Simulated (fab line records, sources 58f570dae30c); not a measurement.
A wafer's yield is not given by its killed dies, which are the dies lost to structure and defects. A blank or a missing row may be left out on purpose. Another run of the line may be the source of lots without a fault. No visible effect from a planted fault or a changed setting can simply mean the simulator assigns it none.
Which tool did it? | flow berkeley cmos170 | Sampling: 14 lots, 42 wafers, 5 of 331 route steps

WHAT THE GAUGES READ, wafer by wafer
UCB170_NWELL_THK_MEAS_02. Usual: NWELL_OXIDE_THK typically reads 26.6 nm, with standard deviation 0.7.
lot  | measured    | on            | NWELL_OXIDE_THK (nm) | flag
L658 | day 2 09:40 | film metro-02 | 25.0 25.2 25.2       |
L661 | day 2 20:45 | film metro-02 | 26.1 25.9 26.0       |
L662 | day 3 03:51 | film metro-03 | 25.4 25.2 25.4       |
L663 | day 3 10:32 | film metro-02 | 26.1 26.0 26.2       |
L664 | day 3 17:44 | film metro-04 | 26.4 26.5 26.1       |
L665 | day 3 17:44 | film metro-02 | 27.2 27.6 27.5       |
L666 | day 4 05:26 | film metro-04 | 26.6 26.5 26.8       |
L667 | day 4 13:08 | film metro-02 | 26.8 27.0 27.2       |
L669 | day 4 13:07 | film metro-03 | 27.1 27.6 27.2       |
L674 | day 5 16:06 | film metro-02 | 27.5 27.3 27.1       |
L675 | day 5 23:16 | film metro-04 | 27.7 27.7 27.1       |
L677 | day 6 08:43 | film metro-03 | 27.5 27.5 27.6       |
L678 | day 6 08:43 | film metro-04 | 27.4 27.4 26.9       |
L680 | day 7 02:37 | film metro-04 | 26.5 26.6 26.5       |

UCB170_WELLDRIVE_THK_MEAS_02. Usual: WELLDRIVE_OXIDE_THK typically reads 201 nm, with standard deviation 3.5.
lot  | measured    | on            | WELLDRIVE_OXIDE_THK (nm) | flag
L658 | day 4 05:28 | film metro-01 | 204 202 203              |
L661 | day 4 16:37 | film metro-02 | 200 201 200              |
L662 | day 5 04:02 | film metro-04 | 203 201 199              |
L663 | day 5 04:02 | film metro-02 | 199 197 196              |
L664 | day 5 21:22 | film metro-01 | 202 201 199              |
L665 | day 5 21:22 | film metro-02 | 195 199 196              |
L666 | day 5 21:22 | film metro-04 | 198 201 200              |
L667 | day 6 12:14 | film metro-02 | 195 200 195              |
L669 | day 6 12:13 | film metro-01 | 201 200 199              |
L674 | day 7 14:16 | film metro-01 | 195 198 198              |
L675 | day 7 14:19 | film metro-01 | 204 203 203              |
L677 | day 8 03:52 | film metro-02 | 199 200 200              |
L678 | day 8 03:52 | film metro-04 | 199 198 197              |
L680 | day 8 21:04 | film metro-01 | 198 202 198              |

UCB170_PFIELD_TW_MEAS_09. Usual: PFIELD_TW typically reads 600, with standard deviation 3.8.
lot  | measured    | on            | PFIELD_TW               | flag
L658 | day 5 01:41 | film metro-04 | 597 599 597             |
L661 | day 5 17:35 | film metro-02 | 605 606 607             |
L662 | day 6 00:30 | film metro-03 | 595 600 597             |
L663 | day 6 01:56 | film metro-04 | 598 594 594             |
L664 | day 6 21:31 | film metro-02 | 604 598 601             |
L665 | day 6 22:14 | film metro-03 | 599 597 598             |
L666 | day 6 22:23 | film metro-02 | 602 601 601             |
L667 | day 7 16:48 | film metro-02 | 602 606 604             |
L669 | day 7 16:32 | film metro-04 | 596 594 598             |
L674 | day 8 09:53 | film metro-02 | 607 602 606             |
L675 | day 8 10:21 | film metro-03 | 600 597 598             |
L677 | day 9 03:58 | film metro-02 | 558 560 559 560 559 558 | OFF
L678 | day 9 03:11 | film metro-03 | 560 564 564 561 560 564 | OFF
L680 | day 9 14:29 | film metro-03 | 600 600 603             |

WHICH TOOL RAN EACH LOT (tool, then ch and the chambers of the sampled wafers, then the start)
lot  | UCB170_ZERO_ETCH_06               | UCB170_PFIELD_IMPLANT_07
L658 | rie diel-01 ch 0,2,3, day 2 03:56 | implanter-01 ch 0, day 5 01:27
L661 | rie diel-04 ch 0,2,3, day 2 18:54 | implanter-01 ch 0, day 5 17:20
L662 | rie diel-02 ch 2,3, day 2 22:33   | implanter-01 ch 0, day 6 00:15
L663 | rie diel-02 ch 2,3, day 3 04:34   | implanter-03 ch 0, day 6 01:41
L664 | rie diel-02 ch 0,2, day 3 10:13   | implanter-01 ch 0, day 6 21:16
L665 | rie diel-01 ch 1,2, day 3 10:29   | implanter-04 ch 0, day 6 22:00
L666 | rie diel-04 ch 2,3, day 3 21:34   | implanter-03 ch 0, day 6 22:09
L667 | rie diel-02 ch 0,1,3, day 4 05:43 | implanter-04 ch 0, day 7 16:35
L669 | rie diel-01 ch 0,1,2, day 4 11:29 | implanter-04 ch 0, day 7 16:17
L674 | rie diel-01 ch 1,2, day 5 10:37   | implanter-04 ch 0, day 8 09:38
L675 | rie diel-01 ch 1,2,3, day 5 18:02 | implanter-04 ch 0, day 8 10:06
L677 | rie diel-02 ch 0,1, day 6 01:22   | implanter-01 ch 0, day 9 03:43
L678 | rie diel-01 ch 0,2, day 6 07:02   | implanter-01 ch 0, day 9 02:56
L680 | rie diel-02 ch 0,1,3, day 6 20:08 | implanter-03 ch 0, day 9 14:14
- UCB170_ZERO_ETCH_06: etches SiO2 in CHF3/CF4/Ar, time 12 s.
- UCB170_PFIELD_IMPLANT_07

WHAT THE TOOLS THEMSELVES READ (means of the sampled wafers that have a number; where no wafer has one, the mark that the record gives instead)
UCB170_ZERO_ETCH_06. Usual: drypump motor current A 5.64 A, standard deviation 0.3; oes product au 0.617 a.u., standard deviation 0.01; throttle valve pct 9.28 %, standard deviation 0.14.
lot  | tool        | drypump motor current A (A) | oes product au (a.u.) | throttle valve pct (%) | flag
L658 | rie diel-01 | 5.57                        | 0.618                 | 9.43                   |
L661 | rie diel-04 | 5.75                        | 0.620                 | 9.28                   |
L662 | rie diel-02 | 5.88                        | 0.604                 | 9.23                   |
L663 | rie diel-02 | 5.99                        | 0.613                 | 9.27                   |
L664 | rie diel-02 | 5.31                        | 0.613                 | 9.23                   |
L665 | rie diel-01 | 5.35                        | 0.617                 | 9.15                   |
L666 | rie diel-04 | 5.66                        | 0.621                 | 9.32                   |
L667 | rie diel-02 | 5.71                        | 0.621                 | 9.27                   |
L669 | rie diel-01 | 5.50                        | 0.623                 | 9.28                   |
L674 | rie diel-01 | 5.46                        | 0.607                 | 9.16                   |
L675 | rie diel-01 | 5.45                        | 0.615                 | 9.29                   |
L677 | rie diel-02 | 5.67                        | 0.620                 | 9.24                   |
L678 | rie diel-01 | 5.63                        | 0.621                 | 9.41                   |
L680 | rie diel-02 | 5.72                        | 0.622                 | 9.27                   |

UCB170_PFIELD_IMPLANT_07. Usual: beam on s 10.01 s, standard deviation 0.21; faraday current uA 63.4, standard deviation 1.4.
lot  | tool         | beam on s (s) | faraday current uA | flag
L658 | implanter-01 | 9.91          | 64.1               |
L661 | implanter-01 | 9.91          | 64.0               |
L662 | implanter-01 | 9.76          | 65.1               |
L663 | implanter-03 | 10.06         | 63.1               |
L664 | implanter-01 | 10.08         | 62.9               |
L665 | implanter-04 | 10.21         | 62.3               |
L666 | implanter-03 | 9.74          | 65.2               |
L667 | implanter-04 | 9.90          | 64.0               |
L669 | implanter-04 | 10.21         | 62.0               |
L674 | implanter-04 | 9.95          | 63.7               |
L675 | implanter-04 | 9.96          | 63.8               |
L677 | implanter-01 | 8.02          | 79.0               | OFF
L678 | implanter-01 | 8.16          | 77.7               | OFF
L680 | implanter-03 | 10.29         | 61.5               |

THE ANSWER, worked out from the rows above alone
Rule: a lot counts as off when the mean over its wafers that have a number is more than 3 standard deviations away from the usual mean. Also off: a lot with no number at a reading for which 4 or more lots have one. All remaining lots with rows at the step are treated as sound. Order of review: gauges by route order, followed by the tools' own readings, for which a lot's mean as printed above is used. The first step at which some lot is off is used, and at that step the reading that is off furthest; a lot without a number counts as furthest.
Off: L677, L678, seen at UCB170_PFIELD_TW_MEAS_09 (PFIELD_TW).
If a tool, at a process step before that reading, ran all the lots that are off and no sound lot after the first of them, it fits. Not tried: the gauges at UCB170_PFIELD_TW_MEAS_09; whatever is off there is also off at UCB170_PFIELD_IMPLANT_07, on other tools, and gauge error can't account for it. One fits: implanter-01 at UCB170_PFIELD_IMPLANT_07. A fault onset in the window from L664 (day 6 21:16, its last sound lot) to L678 (day 9 02:56, its first lot off) fits.
The tool's own readings at UCB170_PFIELD_IMPLANT_07 bear it out: on the lots that are off they differ by more than 5 times the standard deviation of the sound lots' means. beam on s reads 8.09 s there against 10.00 s on the sound lots; faraday current uA reads 78.3 there against 63.5 on the sound lots.

WHAT THE SIMULATOR HAD PUT IN
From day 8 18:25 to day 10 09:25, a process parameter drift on implanter-01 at UCB170_PFIELD_IMPLANT_07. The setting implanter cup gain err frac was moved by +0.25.
Struck lots among those shown: L677, L678. The rule above reached the same finding.
